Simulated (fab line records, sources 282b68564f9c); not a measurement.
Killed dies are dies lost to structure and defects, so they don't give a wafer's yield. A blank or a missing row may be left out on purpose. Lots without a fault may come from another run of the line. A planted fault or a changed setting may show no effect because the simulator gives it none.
Which tool did it? | flow rit_cmos | 14 lots, 42 wafers sampled, at 2 steps of a route of 202

WHAT THE GAUGES READ, wafer by wafer
The record holds no reading of a measuring or inspecting step that can be judged against a usual standard deviation.

WHICH TOOL RAN EACH LOT (tool, then ch and the chambers of the sampled wafers, then the start)
lot  | RIT_PRETRO_SOFTBAKE_02           | RIT_M1_PROBE_99
L788 | litho_track-03 ch 0, day 2 06:29 | -
L789 | litho_track-03 ch 0, day 2 11:21 | -
L790 | litho_track-03 ch 0, day 2 16:53 | -
L791 | litho_track-03 ch 0, day 2 22:09 | -
L792 | litho_track-01 ch 0, day 3 02:23 | -
L793 | litho_track-03 ch 0, day 3 07:05 | -
L801 | litho_track-01 ch 0, day 4 23:59 | prober-02, day 6 04:18
L802 | litho_track-01 ch 0, day 5 05:08 | -
L804 | litho_track-04 ch 0, day 5 15:13 | prober-01, day 6 18:25
L806 | litho_track-01 ch 0, day 6 01:12 | -
L807 | litho_track-01 ch 0, day 6 06:38 | prober-02, day 7 10:10
L809 | litho_track-03 ch 0, day 6 15:48 | -
L810 | litho_track-04 ch 0, day 6 21:08 | -
L811 | litho_track-03 ch 0, day 7 02:28 | -
- RIT_PRETRO_SOFTBAKE_02: time 60 s.
- RIT_M1_PROBE_99

WHAT THE TOOLS THEMSELVES READ (means of the sampled wafers that have a number; where no wafer has one, the mark that the record gives instead)
RIT_PRETRO_SOFTBAKE_02.
lot  | tool           | heater_power_total_W (W) | plate_temp_C (C)
L788 | litho_track-03 | 34.60                    | 89.97
L789 | litho_track-03 | 34.52                    | 89.95
L790 | litho_track-03 | 34.56                    | 90.09
L791 | litho_track-03 | 35.08                    | 90.96
L792 | litho_track-01 | 34.57                    | 89.86
L793 | litho_track-03 | 35.09                    | 91.00
L801 | litho_track-01 | 34.60                    | 90.00
L802 | litho_track-01 | 34.56                    | 89.92
L804 | litho_track-04 | 34.61                    | 90.12
L806 | litho_track-01 | 34.53                    | 90.11
L807 | litho_track-01 | 34.50                    | 89.92
L809 | litho_track-03 | 34.57                    | 89.98
L810 | litho_track-04 | 34.57                    | 90.12
L811 | litho_track-03 | 34.57                    | 90.06

RIT_M1_PROBE_99.
lot  | tool      | killed_at_M0_to_M3 | killed_at_contacts | killed_at_front_end | killed_dies | killed_open | killed_short
L801 | prober-02 | 0.0                | 0.3                | 7.7                 | 8.0         | 4.0         | 4.0
L804 | prober-01 | 0.0                | 0.0                | 3.7                 | 3.7         | 2.0         | 1.7
L807 | prober-02 | 0.0                | 0.7                | 5.7                 | 6.3         | 3.3         | 3.0

THE ANSWER, worked out from the rows above alone
Rule: what is usual is taken from the lots themselves. Put in order of their means at a reading, lots are off if they are a third of the lots or fewer, leave a main group of 4 or more, and stand apart from it by a gap of 3 or more times the standard deviation of the main group's means; of several such gaps the widest counts. A main group whose means are all the same, to the digits that the tables above print for the reading, isn't used. A lot without any number at a reading at which 4 lots or more have one is off too. The other lots that the step has rows for count as sound. The gauges are gone through in route order, then the tools' own readings, and for those a lot's mean is taken as printed above. The first step at which some lot is off is used, and at that step the reading that is off furthest; a lot without a number counts as furthest.
Off: L791, L793, at RIT_PRETRO_SOFTBAKE_02 (heater_power_total_W). The main group: mean 34.56 W, standard deviation 0.032.
A tool fits if, at that step or a process step before it, it ran every lot that is off, and no sound lot after the first of them. None of those tried fits.

WHAT THE SIMULATOR HAD PUT IN
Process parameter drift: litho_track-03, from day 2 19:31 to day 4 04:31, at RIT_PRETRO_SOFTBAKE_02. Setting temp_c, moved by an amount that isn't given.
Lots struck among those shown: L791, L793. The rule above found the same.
